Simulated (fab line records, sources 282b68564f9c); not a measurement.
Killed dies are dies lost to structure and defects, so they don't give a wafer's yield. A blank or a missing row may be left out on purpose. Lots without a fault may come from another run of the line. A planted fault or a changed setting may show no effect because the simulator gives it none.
Problem report in the 8D (eight disciplines) form, filled by code | flow rit_cmos | the parts of the form that need people (team, actions taken, sign-off) are left out

1. THE PROBLEM
run_length_s at RIT_M1_METAL_ETCH_12 reads a mean of 182.39 s on 4 wafers of 2 lots; wafers without a fault read 193.30 s with a standard deviation of 0.27. That is -40 standard deviations from the usual mean.
The step: etches Al in Cl2/BCl3, stops on SiO2, time 165 s, target depth 600 nm.
First seen on wafer L598.4, day 6 06:28, on rie_metal-01. The record holds 18 wafers of 6 lots with a number at this step. Rule for "out", or "out of limits": more than 4 standard deviations from the usual mean. The other wafers with a number count as sound.

2. WHAT IT IS AND WHAT IT IS NOT
question                    | is                             | is not
which readings at this step | run_length_s, oes_product_au   | drypump_motor_current_A, he_backside_leak_sccm, throttle_valve_pct
which lots                  | L598, L601                     | L589, L590, L605, L608
which wafers of those lots  | L598.4, L598.6, L601.2, L601.6 | L598.2, L601.5
read on which tools         | rie_metal-01                   | rie_metal-02, rie_metal-03
when                        | from day 6 06:28               | up to then (7 sound wafers); but 7 sound wafers of L601, L605, L608 came after

3. SUSPECTS, AND WHAT RULES EACH OUT
Counting: a tool at a process step up to the reading stays a suspect if it ran every lot that is out. Sound lots after the first of them don't rule it out here, since some wafers of a struck lot are sound.
- rie_metal-01 at RIT_M1_METAL_ETCH_12 (etches Al in Cl2/BCl3, stops on SiO2, time 165 s, target depth 600 nm): kept. It ran every lot that is out, first L598 (day 6 06:28); its last sound lot up to then is L589 (day 4 07:37). Its own readings are out on those wafers: oes_product_au, run_length_s.
- Within rie_metal-01 at RIT_M1_METAL_ETCH_12: the wafers that are out ran in chamber 1; their sound lot-mates ran in chamber 0.
Left after counting: rie_metal-01 at RIT_M1_METAL_ETCH_12.

4. THE CAUSE (what the simulator had put in)
Process parameter drift: rie_metal-01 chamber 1, from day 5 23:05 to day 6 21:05, at RIT_M1_METAL_ETCH_12. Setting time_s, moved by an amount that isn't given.
Counting left only this tool.

5. THE CHAIN OF EFFECTS, in route order
Each row: a reading whose mean over the struck wafers that have a number lies more than 3 standard deviations from the usual. Only readings for which the record gives a usual standard deviation are gone through. hours: the time from each lot's start at the first step in this table that gives one to its start at this step, as a median over the lots. sigmas: the change in usual standard deviations.
hours | step                 | reading        | usual      | on struck wafers | change | sigmas
0     | RIT_M1_METAL_ETCH_12 | oes_product_au | 0.777 a.u. | 0.854            | +0.077 | +5.5
0     | RIT_M1_METAL_ETCH_12 | run_length_s   | 193.30 s   | 182.39           | -10.91 | -40
The process steps in it:
- RIT_M1_METAL_ETCH_12: etches Al in Cl2/BCl3, stops on SiO2, time 165 s, target depth 600 nm.

6. WHAT WOULD HAVE CAUGHT IT SOONER
In this record the first reading out of limits was taken at day 6 06:28, 7 hours after the fault began at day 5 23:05.
